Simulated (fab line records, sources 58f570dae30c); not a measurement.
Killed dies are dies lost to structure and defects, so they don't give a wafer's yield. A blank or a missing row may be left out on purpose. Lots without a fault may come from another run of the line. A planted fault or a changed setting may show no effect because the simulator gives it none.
Which tool did it? | flow berkeley_cmos170 | 14 lots, 42 wafers sampled, at 6 steps of a route of 331

WHAT THE GAUGES READ, wafer by wafer
UCB170_GATE_THK_MEAS_02. Usual: GATE_OXIDE_THK 6.66 nm, standard deviation 0.17.
lot  | measured     | on            | GATE_OXIDE_THK (nm) | flag
L423 | day 4 22:32  | film_metro-01 | 6.52 6.52 6.61      |
L425 | day 5 17:55  | film_metro-03 | 6.86 6.72 6.70      |
L424 | day 5 17:55  | film_metro-04 | 6.74 6.67 6.60      |
L426 | day 5 17:56  | film_metro-01 | 6.92 6.94 6.99      |
L427 | day 6 12:01  | film_metro-04 | 6.35 6.47 6.46      |
L430 | day 6 18:05  | film_metro-03 | 6.58 6.76 6.74      |
L432 | day 7 14:48  | film_metro-04 | 6.42 6.36 6.36      |
L434 | day 7 20:19  | film_metro-04 | 6.65 6.64 6.71      |
L438 | day 8 15:35  | film_metro-01 | 6.66 6.51 6.54      |
L442 | day 10 01:04 | film_metro-04 | 6.87 6.94 6.79      |
L443 | day 10 01:04 | film_metro-01 | 6.86 6.85 6.74      |
L444 | day 10 06:40 | film_metro-04 | 6.74 6.76 6.80      |
L445 | day 10 06:40 | film_metro-01 | 6.91 6.81 6.81      |
L446 | day 10 12:10 | film_metro-01 | 6.73 6.59 6.54      |

UCB170_SPACER_THK_MEAS_01. Usual: SPACER_TEOS_THK 376 nm, standard deviation 5.3.
lot  | measured     | on            | SPACER_TEOS_THK (nm) | flag
L423 | day 5 12:10  | film_metro-04 | 377 377 382          |
L425 | day 6 05:46  | film_metro-04 | 371 371 377          |
L424 | day 6 06:13  | film_metro-04 | 363 379 373          |
L426 | day 6 18:23  | film_metro-02 | 383 380 379          |
L427 | day 6 22:50  | film_metro-01 | 313 368 321          | OFF
L430 | day 7 07:23  | film_metro-04 | 380 385 379          |
L432 | day 8 05:52  | film_metro-01 | 377 377 386          |
L434 | day 8 09:53  | film_metro-02 | 375 320 374          | OFF
L438 | day 9 05:36  | film_metro-01 | 385 375 382          |
L442 | day 10 11:46 | film_metro-04 | 372 379 376          |
L443 | day 10 11:25 | film_metro-01 | 383 373 387          |
L444 | day 10 16:56 | film_metro-01 | 374 376 379          |
L445 | day 10 16:58 | film_metro-04 | 372 372 377          |
L446 | day 11 03:25 | film_metro-04 | 377 380 385          |

UCB170_PSD_OVL_MEAS_07. Usual: PSD_OVL -1 nm, standard deviation 5.2.
lot  | measured     | on         | PSD_OVL (nm) | flag
L423 | day 5 18:19  | overlay-01 | -2 -5 -9     |
L425 | day 6 10:50  | overlay-02 | 12 7 7       |
L424 | day 6 10:58  | overlay-02 | 4 2 2        |
L426 | day 7 02:03  | overlay-01 | 1 0 -6       |
L427 | day 7 02:44  | overlay-01 | 4 -2 -2      |
L430 | day 7 13:43  | overlay-01 | 10 2 5       |
L432 | day 8 11:13  | overlay-02 | -2 -1 -4     |
L434 | day 8 15:46  | overlay-01 | -1 1 2       |
L438 | day 9 12:50  | overlay-02 | -9 -2 -2     |
L442 | day 10 19:10 | overlay-02 | -4 -4 -7     |
L443 | day 10 18:56 | overlay-01 | -4 -4 -4     |
L444 | day 11 01:02 | overlay-02 | -6 -3 -6     |
L445 | day 11 00:50 | overlay-01 | -8 -1 -6     |
L446 | day 11 06:50 | overlay-02 | -1 -1 -2     |

WHICH TOOL RAN EACH LOT (tool, then ch and the chambers of the sampled wafers, then the start)
lot  | UCB170_NLDD_STRIP_10                 | UCB170_SPACER_CVD_00            | UCB170_SPACER_ETCHBACK_03
L423 | plasma_asher-02 ch 0,1, day 5 11:45  | pecvd-03 ch 0,1,2, day 5 12:07  | rie_diel-03 ch 0,1,3, day 5 16:40
L425 | plasma_asher-04 ch 0, day 6 05:23    | pecvd-04 ch 0,2, day 6 05:43    | rie_diel-02 ch 1,3, day 6 08:10
L424 | plasma_asher-02 ch 0,1, day 6 05:45  | pecvd-02 ch 0,2, day 6 06:10    | rie_diel-03 ch 2,3, day 6 08:10
L426 | plasma_asher-02 ch 0,1, day 6 18:01  | pecvd-04 ch 0,1,2, day 6 18:20  | rie_diel-03 ch 0,1,3, day 7 01:00
L427 | plasma_asher-03 ch 0,1, day 6 22:26  | pecvd-03 ch 0,2, day 6 22:47    | rie_diel-03 ch 0,1,2, day 7 01:04
L430 | plasma_asher-03 ch 0,1, day 7 07:02  | pecvd-02 ch 0,1, day 7 07:20    | rie_diel-03 ch 0,1,3, day 7 12:31
L432 | plasma_asher-04 ch 0,1, day 8 05:08  | pecvd-02 ch 0,1,2, day 8 05:49  | rie_diel-02 ch 1,2,3, day 8 09:28
L434 | plasma_asher-03 ch 1, day 8 09:00    | pecvd-03 ch 0,1,2, day 8 09:47  | rie_diel-03 ch 2,3, day 8 14:07
L438 | plasma_asher-04 ch 0,1, day 9 04:23  | pecvd-02 ch 0,1,2, day 9 05:32  | rie_diel-01 ch 1,2, day 9 11:28
L442 | plasma_asher-03 ch 0,1, day 10 11:22 | pecvd-03 ch 1,2, day 10 11:42   | rie_diel-03 ch 0,1,3, day 10 17:46
L443 | plasma_asher-04 ch 0, day 10 10:59   | pecvd-02 ch 1,2, day 10 11:22   | rie_diel-01 ch 2,3, day 10 17:46
L444 | plasma_asher-04 ch 0,1, day 10 16:32 | pecvd-04 ch 0,1,2, day 10 16:53 | rie_diel-02 ch 1,2,3, day 10 23:40
L445 | plasma_asher-02 ch 0,1, day 10 16:24 | pecvd-03 ch 0,1, day 10 16:55   | rie_diel-03 ch 0,3, day 10 23:40
L446 | plasma_asher-02 ch 0,1, day 11 00:05 | pecvd-02 ch 1,2, day 11 03:22   | rie_diel-01 ch 0,2,3, day 11 04:58
- UCB170_NLDD_STRIP_10: strips in O2.
- UCB170_SPACER_CVD_00: deposits SiO2 from TEOS/O2, target thk 376 nm, time 47 s.
- UCB170_SPACER_ETCHBACK_03: etches SiO2 in CHF3/CF4/Ar, stops on Si, target depth 376 nm, time 100 s.

WHAT THE TOOLS THEMSELVES READ (means of the sampled wafers that have a number; where no wafer has one, the mark that the record gives instead)
UCB170_NLDD_STRIP_10. Usual: drypump_motor_current_A 5.58 A, standard deviation 0.24; oes_product_au 0.734 a.u., standard deviation 0.0047; strip_time_to_endpoint_s 21.64 s, standard deviation 0.063.
lot  | tool            | drypump_motor_current_A (A) | oes_product_au (a.u.) | strip_time_to_endpoint_s (s) | flag
L423 | plasma_asher-02 | 5.55                        | 0.736                 | 21.66                        |
L425 | plasma_asher-04 | 6.02                        | 0.734                 | 21.59                        |
L424 | plasma_asher-02 | 5.54                        | 0.737                 | 21.79                        |
L426 | plasma_asher-02 | 5.54                        | 0.737                 | 21.66                        |
L427 | plasma_asher-03 | 5.62                        | 0.736                 | 21.74                        |
L430 | plasma_asher-03 | 5.61                        | 0.732                 | 21.62                        |
L432 | plasma_asher-04 | 5.76                        | 0.733                 | 21.60                        |
L434 | plasma_asher-03 | 5.72                        | 0.733                 | 21.71                        |
L438 | plasma_asher-04 | 5.77                        | 0.732                 | 21.57                        |
L442 | plasma_asher-03 | 5.64                        | 0.735                 | 21.62                        |
L443 | plasma_asher-04 | 6.03                        | 0.734                 | 21.59                        |
L444 | plasma_asher-04 | 5.79                        | 0.731                 | 21.63                        |
L445 | plasma_asher-02 | 5.56                        | 0.734                 | 21.69                        |
L446 | plasma_asher-02 | 5.55                        | 0.728                 | 21.64                        |

UCB170_SPACER_CVD_00. Usual: heater_power_w 268 W, standard deviation 43; rf_fwd_power_W 545.2 W, standard deviation 1.8.
lot  | tool     | heater_power_w (W) | rf_fwd_power_W (W) | flag
L423 | pecvd-03 | 300                | 544.1              |
L425 | pecvd-04 | 250                | 544.9              |
L424 | pecvd-02 | 232                | 546.9              |
L426 | pecvd-04 | 278                | 545.7              |
L427 | pecvd-03 | 290                | 397.7              | OFF
L430 | pecvd-02 | 291                | 540.0              |
L432 | pecvd-02 | 275                | 544.3              |
L434 | pecvd-03 | 263                | 470.3              | OFF
L438 | pecvd-02 | 276                | 545.7              |
L442 | pecvd-03 | 260                | 545.6              |
L443 | pecvd-02 | 287                | 545.9              |
L444 | pecvd-04 | 257                | 547.1              |
L445 | pecvd-03 | 292                | 545.6              |
L446 | pecvd-02 | 288                | 546.4              |

UCB170_SPACER_ETCHBACK_03. Usual: drypump_motor_current_A 5.9 A, standard deviation 0.5; oes_product_au 0.898 a.u., standard deviation 0.02; rf_fwd_power_W 497.4 W, standard deviation 1.7; throttle_valve_pct 6.49 %, standard deviation 0.12.
lot  | tool        | drypump_motor_current_A (A) | oes_product_au (a.u.) | rf_fwd_power_W (W) | throttle_valve_pct (%) | flag
L423 | rie_diel-03 | 6.0                         | 0.893                 | 496.8              | 6.47                   |
L425 | rie_diel-02 | 5.7                         | 0.885                 | 497.4              | 6.55                   |
L424 | rie_diel-03 | 6.3                         | 0.878                 | 497.5              | 6.53                   |
L426 | rie_diel-03 | 6.1                         | 0.897                 | 498.6              | 6.47                   |
L427 | rie_diel-03 | 6.3                         | 0.808                 | 498.6              | 6.53                   | OFF
L430 | rie_diel-03 | 6.1                         | 0.899                 | 497.3              | 6.46                   |
L432 | rie_diel-02 | 5.5                         | 0.920                 | 497.2              | 6.43                   |
L434 | rie_diel-03 | 6.3                         | 0.851                 | 499.3              | 6.53                   |
L438 | rie_diel-01 | 5.4                         | 0.925                 | 493.8              | 6.37                   |
L442 | rie_diel-03 | 6.1                         | 0.887                 | 496.9              | 6.46                   |
L443 | rie_diel-01 | 6.0                         | 0.908                 | 496.8              | 6.45                   |
L444 | rie_diel-02 | 5.5                         | 0.910                 | 496.7              | 6.42                   |
L445 | rie_diel-03 | 6.3                         | 0.888                 | 498.0              | 6.46                   |
L446 | rie_diel-01 | 5.8                         | 0.904                 | 498.0              | 6.48                   |

THE ANSWER, worked out from the rows above alone
Rule: a lot is off if the mean of its wafers that have a number lies more than 3 standard deviations from the usual mean. A lot without any number at a reading at which 4 lots or more have one is off too. The other lots that the step has rows for count as sound. The gauges are gone through in route order, then the tools' own readings, and for those a lot's mean is taken as printed above. The first step at which some lot is off is used, and at that step the reading that is off furthest; a lot without a number counts as furthest.
Off: L427, L434, at UCB170_SPACER_THK_MEAS_01 (SPACER_TEOS_THK).
A tool fits if, at a process step before that reading, it ran every lot that is off, and no sound lot after the first of them. The gauges at UCB170_SPACER_THK_MEAS_01 aren't tried: what is off there is off at UCB170_SPACER_CVD_00 too, on other tools, and a gauge's error can't cause that. None of those tried fits.

WHAT THE SIMULATOR HAD PUT IN
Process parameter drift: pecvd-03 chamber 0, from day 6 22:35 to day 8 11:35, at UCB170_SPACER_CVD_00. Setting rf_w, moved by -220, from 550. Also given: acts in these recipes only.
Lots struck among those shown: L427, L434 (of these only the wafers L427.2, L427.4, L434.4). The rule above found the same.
